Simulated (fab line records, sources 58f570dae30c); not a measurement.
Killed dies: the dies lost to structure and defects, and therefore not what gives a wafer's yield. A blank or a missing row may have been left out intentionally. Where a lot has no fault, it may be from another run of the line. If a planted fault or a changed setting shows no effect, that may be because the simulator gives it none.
Which tool did it? | flow berkeley_cmos170 | 15 lots, 45 wafers sampled, at 3 steps of a route of 331

## WHAT EACH GAUGE READ, for each wafer
UCB170_CONTACT_OVL_MEAS_16.
lot  | measured     | on         | CONTACT_OVL (nm)
L662 | day 7 10:44  | overlay-01 | -3 -2 5
L663 | day 7 10:59  | overlay-02 | -7 -6 -2
L665 | day 7 16:08  | overlay-02 | -3 -5 4
L664 | day 7 17:57  | overlay-01 | -8 -10 -5
L666 | day 8 06:53  | overlay-02 | -1 8 5
L667 | day 8 07:09  | overlay-01 | 3 14 12
L670 | day 8 22:11  | overlay-02 | -2 -1 -6
L671 | day 9 11:07  | overlay-02 | 4 -1 -2
L672 | day 9 11:20  | overlay-01 | 5 1 3
L673 | day 9 21:52  | overlay-02 | 6 5 1
L674 | day 9 22:07  | overlay-01 | 5 6 7
L678 | day 10 16:02 | overlay-01 | -2 0 -1
L681 | day 11 07:01 | overlay-01 | 1 8 1
L682 | day 11 19:01 | overlay-02 | 3 0 -5
L685 | day 11 21:25 | overlay-01 | -4 -1 -4

UCB170_V1_BOW_MEAS_03.
lot  | measured     | on            | V1_BOW (um)
L662 | day 7 17:29  | film_metro-01 | 19 20 33
L663 | day 7 17:46  | film_metro-02 | 18 24 18
L665 | day 8 00:41  | film_metro-04 | 18 3 4
L664 | day 8 00:43  | film_metro-02 | 12 22 15
L666 | day 8 16:41  | film_metro-01 | 19 16 28
L667 | day 8 16:44  | film_metro-04 | 21 14 11
L670 | day 9 08:06  | film_metro-01 | 23 17 23
L671 | day 9 21:12  | film_metro-01 | 11 26 29
L672 | day 9 21:10  | film_metro-04 | 6 13 17
L673 | day 10 06:28 | film_metro-04 | 29 27 10
L674 | day 10 06:29 | film_metro-02 | 22 16 11
L678 | day 10 23:38 | film_metro-04 | 26 24 8
L681 | day 11 15:02 | film_metro-04 | 29 6 27
L682 | day 12 04:25 | film_metro-04 | 4 4 28
L685 | day 12 04:43 | film_metro-02 | 19 14 13

## EACH LOT AND THE TOOL THAT RAN IT (in order: tool; ch and the chambers of the sampled wafers; start)
lot  | UCB170_SILICIDE_RTA_04
L662 | rtp_anneal-02 ch 0, day 7 04:47
L663 | rtp_anneal-01 ch 0, day 7 05:06
L665 | rtp_anneal-01 ch 0, day 7 12:16
L664 | rtp_anneal-02 ch 0, day 7 12:58
L666 | rtp_anneal-01 ch 0, day 8 02:14
L667 | rtp_anneal-02 ch 0, day 8 02:34
L670 | rtp_anneal-02 ch 0, day 8 18:09
L671 | rtp_anneal-02 ch 0, day 9 05:25
L672 | rtp_anneal-01 ch 0, day 9 05:46
L673 | rtp_anneal-02 ch 0, day 9 17:31
L674 | rtp_anneal-01 ch 0, day 9 17:42
L678 | rtp_anneal-01 ch 0, day 10 11:52
L681 | rtp_anneal-01 ch 0, day 11 01:11
L682 | rtp_anneal-02 ch 0, day 11 11:17
L685 | rtp_anneal-01 ch 0, day 11 16:52
- UCB170_SILICIDE_RTA_04: time 15 s.

## AS READ BY THE TOOLS THEMSELVES (means over the sampled wafers that have a number; for cases with no such wafer, the mark the record gives instead)
UCB170_SILICIDE_RTA_04.
lot  | tool          | lamp_power_pct (%) | wafer_temp_C_max
L662 | rtp_anneal-02 | 11.17              | 652.8
L663 | rtp_anneal-01 | 11.60              | 653.3
L665 | rtp_anneal-01 | 11.59              | 653.1
L664 | rtp_anneal-02 | 11.16              | 653.3
L666 | rtp_anneal-01 | 11.60              | 653.4
L667 | rtp_anneal-02 | 11.16              | 653.5
L670 | rtp_anneal-02 | 11.16              | 653.7
L671 | rtp_anneal-02 | 11.17              | 654.1
L672 | rtp_anneal-01 | 11.60              | 652.7
L673 | rtp_anneal-02 | 11.17              | 653.5
L674 | rtp_anneal-01 | 11.60              | 653.1
L678 | rtp_anneal-01 | 11.62              | 652.7
L681 | rtp_anneal-01 | 11.60              | 653.6
L682 | rtp_anneal-02 | 11.17              | 653.2
L685 | rtp_anneal-01 | 11.60              | 653.1

## THE ANSWER, worked out from the rows above alone
Rule: the lots themselves supply what counts as usual. The widest of any qualifying gaps counts: lots, ordered by their means at a reading, are off when they make up no more than a third of the lots, leave a main group of 4 or more, and stand apart from it by 3 or more times the standard deviation of that group's means. A main group is skipped when, at the precision printed for the reading in the tables above, its means are all equal. Also off: a lot with no number at a reading for which 4 or more lots have one. The other lots that the step has rows for count as sound. First the gauges in route order, then the tools' own readings, where a lot's mean is used as printed above. The first step at which some lot is off is used, and at that step the reading that is off furthest; a lot without a number counts as furthest.
No lot is off at any reading shown: from this, nothing can be told.

## WHAT WAS PUT IN BY THE SIMULATOR
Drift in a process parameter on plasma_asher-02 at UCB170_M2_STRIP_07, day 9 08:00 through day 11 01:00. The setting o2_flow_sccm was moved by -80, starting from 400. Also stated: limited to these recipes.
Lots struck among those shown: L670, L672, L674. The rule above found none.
